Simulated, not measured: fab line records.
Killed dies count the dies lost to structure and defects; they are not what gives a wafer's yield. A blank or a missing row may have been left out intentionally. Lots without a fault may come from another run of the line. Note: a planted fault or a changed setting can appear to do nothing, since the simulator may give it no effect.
Check for tools in common / flow berkeley-cmos170 / 14 lots, 42 wafers sampled

## THE REASON FOR OPENING IT
Of 14 lots, 2 have the reading NVT_TW flagged at UCB170_NVT_TW_MEAS_09. No-fault wafers: 524.3, standard deviation 2.3.
Rule: flag the lot when none of its wafers has a number, or when each of its wafers that has one lies beyond 4 standard deviations from that mean. As for the other lots, they are considered sound.

lot=L399; measured=day 5 05:22; on=film-metro-03; NVT_TW, wafer by wafer=519.9 520.4 520.1; flag=
lot=L400; measured=day 5 14:49; on=film-metro-03; NVT_TW, wafer by wafer=523.2 521.9 525.3; flag=
lot=L401; measured=day 6 09:26; on=film-metro-04; NVT_TW, wafer by wafer=522.9 523.8 523.0; flag=
lot=L403; measured=day 6 09:55; on=film-metro-03; NVT_TW, wafer by wafer=521.8 525.5 526.9; flag=
lot=L404; measured=day 6 20:55; on=film-metro-04; NVT_TW, wafer by wafer=519.8 523.5 525.2; flag=
lot=L405; measured=day 6 21:08; on=film-metro-02; NVT_TW, wafer by wafer=524.2 522.6 525.0; flag=
lot=L402; measured=day 6 21:16; on=film-metro-03; NVT_TW, wafer by wafer=524.2 521.2 523.9; flag=
lot=L408; measured=day 7 08:53; on=film-metro-02; NVT_TW, wafer by wafer=527.7 523.9 528.6; flag=
lot=L406; measured=day 7 09:35; on=film-metro-02; NVT_TW, wafer by wafer=525.6 527.9 525.8; flag=
lot=L413; measured=day 8 11:05; on=film-metro-03; NVT_TW, wafer by wafer=552.3 557.0 552.1; flag=FLAGGED
lot=L416; measured=day 9 04:50; on=film-metro-03; NVT_TW, wafer by wafer=551.5 552.2 551.5; flag=FLAGGED
lot=L419; measured=day 9 18:31; on=film-metro-02; NVT_TW, wafer by wafer=525.3 524.9 526.5; flag=
lot=L421; measured=day 10 14:28; on=film-metro-03; NVT_TW, wafer by wafer=527.8 523.6 527.0; flag=
lot=L422; measured=day 10 15:02; on=film-metro-03; NVT_TW, wafer by wafer=523.5 526.5 525.2; flag=
The numbers of the flagged lots are 552.8 on average: +28.5 against the usual, or +12 standard deviations.

## TOOL THAT RAN EACH LOT
The record holds 1 process step before the reading, out of a route of 331 steps. Cell contents, in order: the tool; ch with the chambers the sampled wafers went through; the start.
lot=L399; flag=; UCB170_NVT_IMPLANT_07=implanter-02 ch 0, day 5 05:08
lot=L400; flag=; UCB170_NVT_IMPLANT_07=implanter-02 ch 0, day 5 14:35
lot=L401; flag=; UCB170_NVT_IMPLANT_07=implanter-03 ch 0, day 6 09:11
lot=L403; flag=; UCB170_NVT_IMPLANT_07=implanter-02 ch 0, day 6 09:40
lot=L404; flag=; UCB170_NVT_IMPLANT_07=implanter-02 ch 0, day 6 20:43
lot=L405; flag=; UCB170_NVT_IMPLANT_07=implanter-03 ch 0, day 6 20:53
lot=L402; flag=; UCB170_NVT_IMPLANT_07=implanter-04 ch 0, day 6 21:04
lot=L408; flag=; UCB170_NVT_IMPLANT_07=implanter-03 ch 0, day 7 08:40
lot=L406; flag=; UCB170_NVT_IMPLANT_07=implanter-02 ch 0, day 7 09:21
lot=L413; flag=FLAGGED; UCB170_NVT_IMPLANT_07=implanter-03 ch 0, day 8 10:50
lot=L416; flag=FLAGGED; UCB170_NVT_IMPLANT_07=implanter-03 ch 0, day 9 04:37
lot=L419; flag=; UCB170_NVT_IMPLANT_07=implanter-04 ch 0, day 9 18:16
lot=L421; flag=; UCB170_NVT_IMPLANT_07=implanter-04 ch 0, day 10 14:13
lot=L422; flag=; UCB170_NVT_IMPLANT_07=implanter-04 ch 0, day 10 14:47
What the steps here do:
- UCB170_NVT_IMPLANT_07
- UCB170_NVT_TW_MEAS_09

## FLAGGED AGAINST TOTAL, ONE TOOL AT A TIME (gauges that did the reading follow at the end)
step=UCB170_NVT_IMPLANT_07; tool=implanter-02; lots run=5; flagged=0; share of the flagged lots=none; sound lots run after its first flagged lot=-
step=UCB170_NVT_IMPLANT_07; tool=implanter-03; lots run=5; flagged=2; share of the flagged lots=all; sound lots run after its first flagged lot=0
step=UCB170_NVT_IMPLANT_07; tool=implanter-04; lots run=4; flagged=0; share of the flagged lots=none; sound lots run after its first flagged lot=-
step=UCB170_NVT_TW_MEAS_09; tool=film-metro-02; lots run=4; flagged=0; share of the flagged lots=none; sound lots run after its first flagged lot=-
step=UCB170_NVT_TW_MEAS_09; tool=film-metro-03; lots run=8; flagged=2; share of the flagged lots=all; sound lots run after its first flagged lot=2 (L421,L422)
step=UCB170_NVT_TW_MEAS_09; tool=film-metro-04; lots run=2; flagged=0; share of the flagged lots=none; sound lots run after its first flagged lot=-

## WHAT THE TABLE ALLOWS
implanter-03 at UCB170_NVT_IMPLANT_07 and film-metro-03 at UCB170_NVT_TW_MEAS_09 are the 2 rows of the table that ran each flagged lot.
- implanter-03 at UCB170_NVT_IMPLANT_07 ran 5 lots, 2 of them flagged. A fault beginning between L408 (day 7 08:40), its last sound lot, and L413 (day 8 10:50), its first flagged one, fits the data. Its own readings lie more than 4 standard deviations out on every wafer of the flagged lots: dose-ions-cm2, faraday-current-uA.
- film-metro-03 at UCB170_NVT_TW_MEAS_09 ran 8 lots, 2 of them flagged. Lots that were sound ran on it after the first flagged one (L421, L422); a persistent fault on the entire tool would not allow that.
implanter-03 at UCB170_NVT_IMPLANT_07 is the single tool remaining.

## WHAT THE SIMULATOR HAD INSERTED
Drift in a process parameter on implanter-03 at UCB170_NVT_IMPLANT_07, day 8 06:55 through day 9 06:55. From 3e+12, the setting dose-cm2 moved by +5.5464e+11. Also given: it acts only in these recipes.
Lots struck among those shown: L413, L416. Same finding as the rule above.
